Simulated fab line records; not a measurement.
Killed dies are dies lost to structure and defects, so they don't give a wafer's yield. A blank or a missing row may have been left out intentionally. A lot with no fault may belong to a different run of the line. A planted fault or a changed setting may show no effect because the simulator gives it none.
Which tool did it? + flow rit_cmos + Sampling: 13 lots, 39 wafers, 5 of 202 route steps

WHAT THE GAUGES READ, wafer by wafer
RIT_PRETRO_OVL_MEAS_06.
| lot  | measured    | on         | PRETRO_OVL (nm) |
|------|-------------|------------|-----------------|
| L457 | day 2 12:04 | overlay-01 | 1.9 2.6 2.9     |
| L458 | day 2 17:12 | overlay-02 | -0.3 0.5 -0.3   |
| L459 | day 2 22:33 | overlay-02 | -3.5 0.9 -1.4   |
| L461 | day 3 06:00 | overlay-01 | -1.4 0.3 -0.3   |
| L462 | day 3 13:41 | overlay-01 | 1.8 2.9 -0.6    |
| L465 | day 4 01:31 | overlay-02 | 0.4 0.9 -1.4    |
| L466 | day 4 08:52 | overlay-02 | 1.3 3.1 -0.5    |
| L470 | day 5 06:29 | overlay-01 | -1.4 1.0 -1.8   |
| L471 | day 5 10:25 | overlay-02 | 1.0 0.9 1.2     |
| L472 | day 5 13:04 | overlay-02 | 2.4 2.2 -0.5    |
| L476 | day 6 10:05 | overlay-02 | 0.1 -0.9 0.7    |
| L478 | day 6 18:24 | overlay-02 | 1.3 0.6 0.1     |
| L479 | day 7 00:12 | overlay-02 | -1.1 -1.2 -1.5  |

RIT_SPACER_THK_MEAS_04.
| lot  | measured    | on            | SPACER_NITRIDE_THK (nm)             |
|------|-------------|---------------|-------------------------------------|
| L457 | day 3 09:21 | film_metro-03 | 249.0 249.6 248.2                   |
| L458 | day 3 12:28 | film_metro-01 | 253.3 253.0 252.7                   |
| L459 | day 3 18:58 | film_metro-03 | 249.8 253.5 250.7                   |
| L461 | day 3 23:31 | film_metro-03 | 250.5 254.3 251.1                   |
| L462 | day 4 08:29 | film_metro-03 | 246.3 248.7 247.9                   |
| L465 | day 4 21:55 | film_metro-03 | 356.5 359.6 356.6 356.8 359.4 356.4 |
| L466 | day 5 05:56 | film_metro-04 | 247.3 247.1 244.8                   |
| L470 | day 5 23:52 | film_metro-04 | 245.5 247.1 247.6                   |
| L471 | day 6 07:20 | film_metro-04 | 248.6 251.3 247.4                   |
| L472 | day 6 07:09 | film_metro-01 | 250.7 251.9 250.5                   |
| L476 | day 7 03:37 | film_metro-04 | 250.8 250.6 251.6                   |
| L478 | day 7 10:37 | film_metro-03 | 247.0 247.0 247.4                   |
| L479 | day 7 20:07 | film_metro-03 | 250.1 247.0 250.4                   |

RIT_SDANNEAL_RS_MEAS_06: measures by four-point-probe.
| lot  | measured    | on            | PLDD_RS (ohm/sq)  |
|------|-------------|---------------|-------------------|
| L457 | day 3 13:06 | film_metro-04 | 178.1 178.6 178.0 |
| L458 | day 3 16:19 | film_metro-02 | 179.9 179.1 179.1 |
| L459 | day 3 23:09 | film_metro-04 | 178.3 178.4 178.2 |
| L461 | day 4 03:23 | film_metro-02 | 178.6 179.0 178.5 |
| L462 | day 4 12:12 | film_metro-04 | 179.2 178.8 178.0 |
| L466 | day 5 09:40 | film_metro-02 | 177.9 178.2 177.9 |
| L470 | day 6 03:43 | film_metro-04 | 179.3 179.4 179.2 |
| L471 | day 6 11:36 | film_metro-04 | 179.0 179.5 179.6 |
| L472 | day 6 11:08 | film_metro-03 | 178.9 178.6 179.3 |
| L476 | day 7 07:43 | film_metro-04 | 179.1 179.1 179.2 |
| L478 | day 7 14:33 | film_metro-04 | 178.6 178.5 178.7 |
| L479 | day 8 00:05 | film_metro-02 | 179.7 179.4 179.7 |

EACH LOT AND THE TOOL THAT RAN IT (in order: tool; ch and the chambers of the sampled wafers; start)
| lot  | RIT_SPACER_CVD_03          | RIT_SPACER_ETCHBACK_05            |
|------|----------------------------|-----------------------------------|
| L457 | lpcvd-01 ch 1, day 3 07:24 | rie_diel-03 ch 1,2,3, day 3 09:23 |
| L458 | lpcvd-02 ch 1, day 3 10:32 | rie_diel-01 ch 0,1,3, day 3 12:31 |
| L459 | lpcvd-01 ch 1, day 3 17:02 | rie_diel-03 ch 0,3, day 3 19:01   |
| L461 | lpcvd-02 ch 0, day 3 21:35 | rie_diel-01 ch 1,2,3, day 3 23:34 |
| L462 | lpcvd-01 ch 1, day 4 05:37 | rie_diel-02 ch 2,3, day 4 08:32   |
| L465 | lpcvd-01 ch 1, day 4 19:59 | -                                 |
| L466 | lpcvd-02 ch 0, day 5 04:00 | rie_diel-02 ch 1,2, day 5 05:58   |
| L470 | lpcvd-01 ch 0, day 5 21:56 | rie_diel-03 ch 1,3, day 5 23:55   |
| L471 | lpcvd-02 ch 1, day 6 04:28 | rie_diel-03 ch 0,1, day 6 07:24   |
| L472 | lpcvd-01 ch 0, day 6 05:14 | rie_diel-01 ch 0,1, day 6 07:13   |
| L476 | lpcvd-02 ch 1, day 7 01:42 | rie_diel-02 ch 0,2,3, day 7 03:41 |
| L478 | lpcvd-02 ch 1, day 7 08:42 | rie_diel-02 ch 0,2,3, day 7 10:40 |
| L479 | lpcvd-02 ch 1, day 7 18:13 | rie_diel-03 ch 0,2,3, day 7 20:11 |
- RIT_SPACER_CVD_03: deposits Si3N4 from SiH2Cl2/NH3, target thk 250 nm, time 3300 s.
- RIT_SPACER_ETCHBACK_05: etches Si3N4 in SF6/CHF3, stops on SiO2, target depth 250 nm, time 240 s.

WHAT THE TOOLS THEMSELVES READ (means of the sampled wafers that have a number; where no wafer has one, the mark that the record gives instead)
RIT_SPACER_CVD_03.
| lot  | tool     | spike_tc_centre_C (C) | spike_tc_load_C (C) | spike_tc_source_C (C) | zone_power_centre_pct (%) | zone_power_load_pct (%) | zone_power_source_pct (%) |
|------|----------|-----------------------|---------------------|-----------------------|---------------------------|-------------------------|---------------------------|
| L457 | lpcvd-01 | 813.2                 | 833.3               | 828.6                 | 40.4                      | 20.8                    | 20.9                      |
| L458 | lpcvd-02 | 809.1                 | 833.0               | 834.4                 | 36.4                      | 23.8                    | 18.6                      |
| L459 | lpcvd-01 | 814.4                 | 832.8               | 827.8                 | 40.9                      | 20.9                    | 20.8                      |
| L461 | lpcvd-02 | 812.7                 | 835.4               | 833.3                 | 34.1                      | 19.3                    | 22.4                      |
| L462 | lpcvd-01 | 814.2                 | 832.4               | 827.9                 | 41.0                      | 20.8                    | 21.2                      |
| L465 | lpcvd-01 | 833.9                 | 853.8               | 848.7                 | 41.5                      | 22.3                    | 22.4                      |
| L466 | lpcvd-02 | 811.3                 | 834.0               | 833.1                 | 34.4                      | 19.2                    | 22.2                      |
| L470 | lpcvd-01 | 812.7                 | 828.8               | 831.6                 | 41.5                      | 22.9                    | 15.9                      |
| L471 | lpcvd-02 | 808.9                 | 832.2               | 833.5                 | 36.6                      | 23.9                    | 18.6                      |
| L472 | lpcvd-01 | 812.6                 | 829.1               | 829.7                 | 41.7                      | 23.0                    | 15.8                      |
| L476 | lpcvd-02 | 809.5                 | 832.4               | 834.7                 | 36.5                      | 24.0                    | 18.5                      |
| L478 | lpcvd-02 | 810.0                 | 832.2               | 833.8                 | 36.3                      | 23.9                    | 18.4                      |
| L479 | lpcvd-02 | 810.5                 | 833.0               | 833.7                 | 36.0                      | 24.1                    | 18.3                      |

RIT_SPACER_ETCHBACK_05.
| lot  | tool        | chamber_pressure_mTorr (mTorr) | drypump_motor_current_A (A) | oes_product_au (a.u.) | throttle_valve_pct (%) |
|------|-------------|--------------------------------|-----------------------------|-----------------------|------------------------|
| L457 | rie_diel-03 | 39.99                          | 6.1                         | 0.843                 | 10.22                  |
| L458 | rie_diel-01 | 39.96                          | 5.8                         | 0.855                 | 10.23                  |
| L459 | rie_diel-03 | 40.04                          | 6.6                         | 0.857                 | 10.22                  |
| L461 | rie_diel-01 | 40.00                          | 6.0                         | 0.855                 | 10.15                  |
| L462 | rie_diel-02 | 39.94                          | 5.7                         | 0.815                 | 10.27                  |
| L466 | rie_diel-02 | 40.02                          | 5.7                         | 0.817                 | 10.26                  |
| L470 | rie_diel-03 | 39.97                          | 6.1                         | 0.835                 | 10.16                  |
| L471 | rie_diel-03 | 40.01                          | 6.2                         | 0.841                 | 10.04                  |
| L472 | rie_diel-01 | 39.96                          | 5.6                         | 0.837                 | 10.21                  |
| L476 | rie_diel-02 | 40.02                          | 5.3                         | 0.839                 | 10.27                  |
| L478 | rie_diel-02 | 40.03                          | 5.3                         | 0.821                 | 10.26                  |
| L479 | rie_diel-03 | 40.01                          | 6.3                         | 0.854                 | 10.27                  |

THE ANSWER, worked out from the rows above alone
Rule: the usual values come from the lots themselves. Put in order of their means at a reading, lots are off if they are a third of the lots or fewer, leave a main group of 4 or more, and stand apart from it by a gap of 3 or more times the standard deviation of the main group's means; of several such gaps the widest counts. The tables above print the reading to a certain number of digits; a main group whose means all agree to those digits is not used. Also off: a lot with no number at a reading for which 4 or more lots have one. Where the step has rows for the other lots, those lots are counted as sound. First the gauges in route order, then the tools' own readings, where a lot's mean is used as printed above. The first step at which some lot is off is used, and at that step the reading that is off furthest; a lot without a number counts as furthest.
Off: L465, seen at RIT_SPACER_THK_MEAS_04 (SPACER_NITRIDE_THK). For the main group the mean is 249.5 nm and the standard deviation 2.1.
A tool fits if, at a process step before that reading, it ran every lot that is off, and no sound lot after the first of them. The gauges at RIT_SPACER_THK_MEAS_04 aren't tried: what is off there is off at RIT_SPACER_CVD_03 too, on other tools, and a gauge's error can't cause that. Not one of the candidates tried fits.

WHAT HAD BEEN PUT IN BY THE SIMULATOR
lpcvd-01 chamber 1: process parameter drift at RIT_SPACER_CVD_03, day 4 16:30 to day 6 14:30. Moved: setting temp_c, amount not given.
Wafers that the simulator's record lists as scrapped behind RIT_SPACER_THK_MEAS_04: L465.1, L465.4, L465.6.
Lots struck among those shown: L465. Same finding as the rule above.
